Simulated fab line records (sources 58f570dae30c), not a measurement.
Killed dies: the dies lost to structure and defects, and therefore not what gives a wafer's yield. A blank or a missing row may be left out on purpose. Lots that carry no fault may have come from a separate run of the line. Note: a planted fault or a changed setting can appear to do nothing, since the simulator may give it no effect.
fab line records    flow berkeleyCmos170
[record] lots = 5  wafers = 23
route steps=331 shown M2@272 V2@292
startH: start of the lot's first displayed wafer, in hours after the record's first day    waitH: time in hours since the lot's previous step    " identical to the entry in the row above    L1.1+2: one row covering several wafers at once    - value missing, or start not given    * or withheld: withheld    < > ~ a bound
route shown NAME@n: a module of which the file shows steps, and the number in the route of the first    usual: mean and standard deviation over wafers with no fault    same: alike in all rows    chamber/n: place in a boat    sites: readings site by site    _std_site: standard deviation of those values    _edge_site: outer sites' mean less inner sites'    radiusMm: how far each site lies from the wafer's centre    mask NAME#n: copy n    behind: the tool/chamber that last shaped the wafer    hold: why the lot was held/for how many hours/how that ended    device: whichever transistor did not switch (one of n, p or np)    end of line: the same wafers' tests at the end of the route    step lacking rows: just its recipe    killed: dies lost to structure and defects at the first sort, not the wafer's yield    map: a wafer's dies, x killed, . not, _ none there
set.NAME: the run value of the setting; set.NAME@STEP: its run value at that earlier step    model.NAME: the simulator's own value behind a step, which no gauge read
lots run with intentionally changed settings; tables by step, rows by wafer
[[steps]]
[step UCB170_M2_SPUTTER_01]
[recipe] material = Al  targetThkNm = 900  timeS = 120  powerW = 6000  chamberPressurePa = 0.5
lot.wafer  tool           chamber  startH  waitH  set.timeS  model.Al_of_M2_SPUTTER_01.thkNm
L074.1     pvdSputter-03  -        149.03  0.0    120        903.4
L074.2     "              -        "       "      120        896.4
L074.3     "              -        "       "      120        906.5
L074.4     "              -        "       "      120        904.6
L074.6     "              -        "       "      120        906.3
L077.1     pvdSputter-01  -        173.72  0.0    104.2      786.8
L077.2     "              -        "       "      120        908.3
L077.3     "              -        "       "      104.2      785.8
L077.4     "              -        "       "      120        906.6
L077.6     "              -        "       "      104.2      790.6
L080.2     pvdSputter-04  -        185.19  0.0    120        892
L080.3     "              -        "       "      120        900
L080.6     "              -        "       "      120        895.5
L084.1     pvdSputter-03  -        201.26  0.0    120        911.9
L084.2     "              -        "       "      136.8      1038
L084.3     "              -        "       "      136.8      1040
L084.4     "              -        "       "      120        904.1
L084.6     "              -        "       "      136.8      1032
L085.1     pvdSputter-01  -        201.50  0.0    120        915.8
L085.2     "              -        "       "      126.9      960.4
L085.3     "              -        "       "      120        912.5
L085.4     "              -        "       "      126.9      959.9
L085.5     "              -        "       "      120        914.6
[step UCB170_M2_RS_MEAS_02]
[recipe] thkMeasGauge = four-point-probe  reads = Al_of_M2_SPUTTER_01
[usual] M2_AL_RS = 0.032/0.00021
lot.wafer  tool          chamber  startH  waitH  set.timeS@M2_SPUTTER_01  M2_AL_RS[ohm/sq]
L074.1     filmMetro-03  -        149.11  0.0    120                      0.03205
L074.2     "             -        "       "      120                      0.03235
L074.3     "             -        "       "      120                      0.03192
L074.4     "             -        "       "      120                      0.0319
L074.6     "             -        "       "      120                      0.03189
L077.1     filmMetro-01  -        173.80  0.0    104.2                    0.03679
L077.2     "             -        "       "      120                      0.03182
L077.3     "             -        "       "      104.2                    0.03683
L077.4     "             -        "       "      120                      0.03196
L077.6     "             -        "       "      104.2                    0.03667
L080.2     filmMetro-03  -        185.29  0.1    120                      0.03243
L080.3     "             -        "       "      120                      0.03211
L080.6     "             -        "       "      120                      0.03239
L084.1     filmMetro-03  -        201.34  0.0    120                      0.0317
L084.2     "             -        "       "      136.8                    0.02779
L084.3     "             -        "       "      136.8                    0.02774
L084.4     "             -        "       "      120                      0.03203
L084.6     "             -        "       "      136.8                    0.02796
L085.1     filmMetro-01  -        201.58  0.0    120                      0.03159
L085.2     "             -        "       "      126.9                    0.03009
L085.3     "             -        "       "      120                      0.03174
L085.4     "             -        "       "      126.9                    0.03016
L085.5     "             -        "       "      120                      0.03164
[step UCB170_M2_THK_MEAS_03]
[recipe] thkMeasGauge = xrf  reads = Al_of_M2_SPUTTER_01
[usual] M2_AL_THK = 897/7.2
lot.wafer  tool          chamber  startH  waitH  set.timeS@M2_SPUTTER_01  M2_AL_THK[nm]
L074.1     filmMetro-03  -        149.23  0.1    120                      892
L074.2     "             -        "       "      120                      885
L074.3     "             -        "       "      120                      892
L074.4     "             -        "       "      120                      895
L074.6     "             -        "       "      120                      893
L077.1     filmMetro-01  -        173.92  0.1    104.2                    782
L077.2     "             -        "       "      120                      905
L077.3     "             -        "       "      104.2                    782
L077.4     "             -        "       "      120                      902
L077.6     "             -        "       "      104.2                    787
L080.2     filmMetro-03  -        185.40  0.1    120                      881
L080.3     "             -        "       "      120                      889
L080.6     "             -        "       "      120                      884
L084.1     filmMetro-03  -        201.46  0.1    120                      897
L084.2     "             -        "       "      136.8                    1027
L084.3     "             -        "       "      136.8                    1032
L084.4     "             -        "       "      120                      895
L084.6     "             -        "       "      136.8                    1017
L085.1     filmMetro-01  -        201.70  0.1    120                      906
L085.2     "             -        "       "      126.9                    951
L085.3     "             -        "       "      120                      904
L085.4     "             -        "       "      126.9                    951
L085.5     "             -        "       "      120                      905
[step UCB170_M2_SOFTBAKE_06]
[recipe] resist = KrF  tempC = 130  timeS = 60
lot.wafer       tool           chamber  startH  waitH  set.timeS
L074.1+6        lithoTrack-02  0        149.59  0.1    51.92
L074.2+3+4      "              0        "       "      60
L077.1+2+3+4+6  lithoTrack-03  0        174.40  0.1    60
L080.2+3+6      lithoTrack-02  0        185.80  0.1    60
L084.1+2+6      lithoTrack-03  0        201.84  0.1    60
L084.3+4        "              0        "       "      57.53
L085.1+4+5      lithoTrack-04  0        202.07  0.1    55.54
L085.2+3        "              0        "       "      60
[step UCB170_M2_STRIP_07]
[recipe] chemistry = O2  powerW = 400  pressureMtorr = 3500  platenTempC = withheld  o2FlowSccm = 400  overashFraction = 0.5
[step UCB170_M2_STRIP_08]
[recipe] chemistry = DMSO  tempC = 80  timeS = 600  material = KrF
[step UCB170_M2_ETCH_17]
[recipe] chemistry = N2/H2  targetDepthA = withheld  overetchA = withheld  target = BARC  timeS = withheld  sourceW = 500  biasW = 100  pressureMtorr = 30  n2FlowSccm = 100  h2FlowSccm = 200
[step UCB170_M2_METAL_ETCH_18]
[recipe] chemistry = Cl2/BCl3  target = Al  stopOn = SiO2  pressureMtorr = 12  targetDepthA = 11700  overEtchFrac = 0.3  timeS = 195  icpW = 600  biasW = 120  Cl2_flow_sccm = 90  bcl3FlowSccm = 45
[usual] oesProductAu = 0.855/0.0072
lot.wafer  tool         chamber  startH  waitH  set.timeS@M2_SPUTTER_01  oesProductAu
L074.1     rieMetal-03  0        151.42  -      120                      0.843
L074.2     "            1        "       "      120                      0.853
L074.3     "            0        "       "      120                      0.850
L074.4     "            1        "       "      120                      0.854
L074.6     "            1        "       "      120                      0.861
L077.1     rieMetal-04  1        176.01  -      104.2                    0.803
L077.2     "            0        "       "      120                      0.864
L077.3     "            0        "       "      104.2                    0.802
L077.4     "            1        "       "      120                      0.858
L077.6     "            1        "       "      104.2                    0.797
L080.2     rieMetal-03  1        187.45  -      120                      0.856
L080.3     "            0        "       "      120                      0.847
L080.6     "            1        "       "      120                      0.851
L084.1     rieMetal-03  0        204.28  -      120                      0.850
L084.2     "            1        "       "      136.8                    0.934
L084.3     "            1        "       "      136.8                    0.937
L084.4     "            0        "       "      120                      0.852
L084.6     "            0        "       "      136.8                    0.920
L085.1     rieMetal-04  1        204.83  -      120                      0.859
L085.2     "            0        "       "      126.9                    0.892
L085.3     "            1        "       "      120                      0.860
L085.4     "            0        "       "      126.9                    0.889
L085.5     "            1        "       "      120                      0.868
[step UCB170_V2_CVD_00]
[recipe] material = SiO2  targetThkNm = 2000  tempC = 390  precursor = TEOS/O2  timeS = 250  rfW = 550  pressureMtorr = 9000
lot.wafer  tool      chamber  startH  waitH  set.timeS  model.SiO2_of_V2_CVD_00.thkNm
L074.1     pecvd-02  2        151.83  0.1    222.8      1799
L074.2     "         1        "       "      250        1968
L074.3     "         0        "       "      250        1992
L074.4     "         0        "       "      222.8      1805
L074.6     "         1        "       "      222.8      1783
L077.1     pecvd-02  1        176.41  0.1    250        1975
L077.2     "         0        "       "      250        1985
L077.3     "         2        "       "      250        1982
L077.4     "         1        "       "      250        2010
L077.6     "         2        "       "      250        2023
L080.2     pecvd-04  0        187.86  0.1    250        1976
L080.3     "         1        "       "      250        1970
L080.6     "         0        "       "      250        2026
L084.1     pecvd-01  2        204.83  0.1    279.9      2218
L084.2     "         1        "       "      250        1974
L084.3     "         0        "       "      279.9      2208
L084.4     "         1        "       "      250        1976
L084.6     "         2        "       "      250        2010
L085.1     pecvd-02  1        205.23  0.1    250        1954
L085.2     "         2        "       "      250        1953
L085.3     "         0        "       "      250        1978
L085.4     "         2        "       "      250        1990
L085.5     "         0        "       "      250        1977
[step UCB170_V2_THK_MEAS_01]
[recipe] reads = SiO2_of_V2_CVD_00
[usual] V2_TEOS_THK = 1993/23
lot.wafer  tool          chamber  startH  waitH  set.timeS@V2_CVD_00  V2_TEOS_THK[nm]
L074.1     filmMetro-01  -        151.98  0.1    222.8                1800
L074.2     "             -        "       "      250                  1969
L074.3     "             -        "       "      250                  1992
L074.4     "             -        "       "      222.8                1805
L074.6     "             -        "       "      222.8                1783
L077.1     filmMetro-02  -        176.57  0.1    250                  1974
L077.2     "             -        "       "      250                  1984
L077.3     "             -        "       "      250                  1983
L077.4     "             -        "       "      250                  2012
L077.6     "             -        "       "      250                  2023
L080.2     filmMetro-02  -        188.02  0.1    250                  1974
L080.3     "             -        "       "      250                  1971
L080.6     "             -        "       "      250                  2025
L084.1     filmMetro-04  -        204.99  0.1    279.9                2219
L084.2     "             -        "       "      250                  1974
L084.3     "             -        "       "      279.9                2209
L084.4     "             -        "       "      250                  1976
L084.6     "             -        "       "      250                  2010
L085.1     filmMetro-02  -        205.39  0.1    250                  1953
L085.2     "             -        "       "      250                  1955
L085.3     "             -        "       "      250                  1978
L085.4     "             -        "       "      250                  1990
L085.5     "             -        "       "      250                  1977
[step UCB170_V2_EXPOSE_09]
[recipe] maskId = VIA2  targetCdNm = 700  na = 0.5  sigmaOuter = 0.6  sourceShape = conventional  doseMj = 37
lot.wafer       tool           chamber  startH  waitH  mask    set.doseMj
L074.1+2+6      krfScanner-01  0        153.69  0.2    VIA2#0  37
L074.3+4        "              0        "       "      VIA2#0  35.34
L077.1+2+3+4+6  krfScanner-01  0        178.04  0.2    VIA2#0  37
L080.2+3+6      krfScanner-01  0        189.47  0.2    VIA2#0  37
L084.1+3+4      krfScanner-02  0        206.15  0.1    VIA2#0  37.85
L084.2+6        "              0        "       "      VIA2#0  37
L085.1+3+4      krfScanner-02  0        206.73  0.2    VIA2#0  37
L085.2+5        "              0        "       "      VIA2#0  34.67
[step UCB170_V2_PEB_10]
[recipe] pebTempC = 130  pebTimeS = withheld  resist = KrF
[step UCB170_V2_DEVELOP_11]
[recipe] developer = TMAH  developTimeS = 45  resist = KrF  devTempC = 21
[step UCB170_V2_CD_MEAS_12]
[recipe] targetCdNm = 700
[usual] cdNm = 698.8/1.3
lot.wafer  tool      chamber  startH  waitH  set.doseMj@V2_EXPOSE_09  cdNm
L074.1     cdSem-02  -        154.40  -      37                       697.1
L074.2     "         -        "       "      37                       697.7
L074.3     "         -        "       "      35.34                    690.3
L074.4     "         -        "       "      35.34                    690.4
L074.6     "         -        "       "      37                       699.0
L077.1     cdSem-02  -        178.56  -      37                       697.3
L077.2     "         -        "       "      37                       696.2
L077.3     "         -        "       "      37                       698.0
L077.4     "         -        "       "      37                       698.4
L077.6     "         -        "       "      37                       697.0
L080.2     cdSem-02  -        190.12  -      37                       697.1
L080.3     "         -        "       "      37                       697.7
L080.6     "         -        "       "      37                       698.9
L084.1     cdSem-02  -        206.60  -      37.85                    704.6
L084.2     "         -        "       "      37                       699.9
L084.3     "         -        "       "      37.85                    704.6
L084.4     "         -        "       "      37.85                    703.6
L084.6     "         -        "       "      37                       699.9
L085.1     cdSem-01  -        207.33  -      37                       699.4
L085.2     "         -        "       "      34.67                    687.8
L085.3     "         -        "       "      37                       699.6
L085.4     "         -        "       "      37                       699.6
L085.5     "         -        "       "      34.67                    687.4
[step UCB170_V2_ETCH_14]
[recipe] chemistry = CHF3/CF4/Ar  target = SiO2  stopOn = Al  CHF3_flow_sccm = 45  cf4FlowSccm = 15  Ar_flow_sccm = 150  pressureMtorr = 200  rfW = 700  targetDepthA = 12500  overEtchFrac = 0.25  timeS = 291
lot.wafer  tool        chamber  startH  waitH  set.doseMj@V2_EXPOSE_09  model.V2.cdNm
L074.1     rieDiel-03  0        154.56  0.0    37                       697.3
L074.2     "           1        "       "      37                       697.8
L074.3     "           3        "       "      35.34                    690.6
L074.4     "           2        "       "      35.34                    691
L074.6     "           0        "       "      37                       698.8
L077.1     rieDiel-02  0        178.72  0.0    37                       696.9
L077.2     "           2        "       "      37                       696.3
L077.3     "           1        "       "      37                       697.8
L077.4     "           3        "       "      37                       698.1
L077.6     "           2        "       "      37                       697.3
L080.2     rieDiel-01  2        190.25  0.0    37                       697.1
L080.3     "           3        "       "      37                       697.2
L080.6     "           0        "       "      37                       698.8
L084.1     rieDiel-03  2        206.76  0.0    37.85                    706.1
L084.2     "           1        "       "      37                       699.9
L084.3     "           0        "       "      37.85                    703.9
L084.4     "           3        "       "      37.85                    703.6
L084.6     "           3        "       "      37                       700.7
L085.1     rieDiel-02  0        207.48  0.0    37                       699.1
L085.2     "           1        "       "      34.67                    687.3
L085.3     "           3        "       "      37                       700.7
L085.4     "           2        "       "      37                       700
L085.5     "           0        "       "      34.67                    688.2
[step UCB170_V2_STRIP_15]
[recipe] chemistry = O2  powerW = 400  pressureMtorr = 3500  platenTempC = withheld  o2FlowSccm = 400  overashFraction = 0.5
[usual] stripTimeToEndpointS = 15.35/0.084
lot.wafer  tool            chamber  startH  waitH  set.o2FlowSccm  stripTimeToEndpointS
L074.1     plasmaAsher-02  0        154.73  0.1    449             15.06
L074.2     "               1        "       "      400             15.30
L074.3     "               1        "       "      449             15.10
L074.4     "               0        "       "      400             15.36
L074.6     "               1        "       "      449             15.03
L077.1     plasmaAsher-01  0        178.90  0.1    400             15.33
L077.2     "               1        "       "      417.6           15.39
L077.3     "               1        "       "      400             15.28
L077.4     "               0        "       "      417.6           15.40
L077.6     "               0        "       "      417.6           15.34
L080.2     plasmaAsher-04  0        190.43  0.1    400             15.25
L080.3     "               1        "       "      400             15.38
L080.6     "               0        "       "      400             15.28
L084.1     plasmaAsher-01  0        206.94  0.1    400             15.30
L084.2     "               1        "       "      441.7           15.11
L084.3     "               0        "       "      441.7           15.21
L084.4     "               1        "       "      400             15.32
L084.6     "               1        "       "      400             15.37
L085.1     plasmaAsher-04  1        207.66  0.1    400             15.36
L085.2     "               0        "       "      342.7           15.67
L085.3     "               0        "       "      400             15.28
L085.4     "               1        "       "      342.7           15.66
L085.5     "               0        "       "      342.7           15.72
[step UCB170_V2_CD_MEAS_90]
[recipe] targetCdNm = 700
[usual] cdNm = 698.8/1.3
lot.wafer  tool      chamber  startH  waitH  set.doseMj@V2_EXPOSE_09  cdNm
L074.1     cdSem-02  -        154.92  0.2    37                       697.3
L074.2     "         -        "       "      37                       698.0
L074.3     "         -        "       "      35.34                    690.5
L074.4     "         -        "       "      35.34                    691.1
L074.6     "         -        "       "      37                       698.6
L077.1     cdSem-02  -        179.00  0.1    37                       696.8
L077.2     "         -        "       "      37                       696.5
L077.3     "         -        "       "      37                       697.9
L077.4     "         -        "       "      37                       698.1
L077.6     "         -        "       "      37                       697.0
L080.2     cdSem-01  -        190.55  0.1    37                       697.2
L080.3     "         -        "       "      37                       696.9
L080.6     "         -        "       "      37                       698.9
L084.1     cdSem-01  -        207.04  0.1    37.85                    706.2
L084.2     "         -        "       "      37                       699.9
L084.3     "         -        "       "      37.85                    703.7
L084.4     "         -        "       "      37.85                    703.6
L084.6     "         -        "       "      37                       700.7
L085.1     cdSem-01  -        207.76  0.1    37                       699.0
L085.2     "         -        "       "      34.67                    687.3
L085.3     "         -        "       "      37                       700.9
L085.4     "         -        "       "      37                       700.2
L085.5     "         -        "       "      34.67                    687.8
[[key]]
[split] step = UCB170_M2_SPUTTER_01  setting = timeS  stated = 120  by = wafer
[response] step = UCB170_M2_SPUTTER_01  reading = model.Al_of_M2_SPUTTER_01.thkNm  change = +9.05  per = 1%  r = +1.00
[response] step = UCB170_M2_RS_MEAS_02  reading = M2_AL_RS  change = -0.000322  per = 1%  r = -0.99
[response] step = UCB170_M2_THK_MEAS_03  reading = M2_AL_THK  change = +9.07  per = 1%  r = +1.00
[response] step = UCB170_M2_METAL_ETCH_18  reading = oesProductAu  change = +0.00514  per = 1%  r = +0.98
[split] step = UCB170_M2_SOFTBAKE_06  setting = timeS  stated = 60  by = wafer
response none clear
[split] step = UCB170_V2_CVD_00  setting = timeS  stated = 250  by = wafer
[response] step = UCB170_V2_CVD_00  reading = model.SiO2_of_V2_CVD_00.thkNm  change = +18  per = 1%  r = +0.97
[response] step = UCB170_V2_THK_MEAS_01  reading = V2_TEOS_THK  change = +18.1  per = 1%  r = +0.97
[split] step = UCB170_V2_EXPOSE_09  setting = doseMj  stated = 37  by = wafer
[response] step = UCB170_V2_CD_MEAS_12  reading = cdNm  change = +1.83  per = 1%  r = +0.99
[response] step = UCB170_V2_ETCH_14  reading = model.V2.cdNm  change = +1.82  per = 1%  r = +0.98
[response] step = UCB170_V2_CD_MEAS_90  reading = cdNm  change = +1.84  per = 1%  r = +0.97
[split] step = UCB170_V2_STRIP_15  setting = o2FlowSccm  stated = 400  by = wafer
[response] step = UCB170_V2_STRIP_15  reading = stripTimeToEndpointS  change = *  per = 1%  r = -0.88
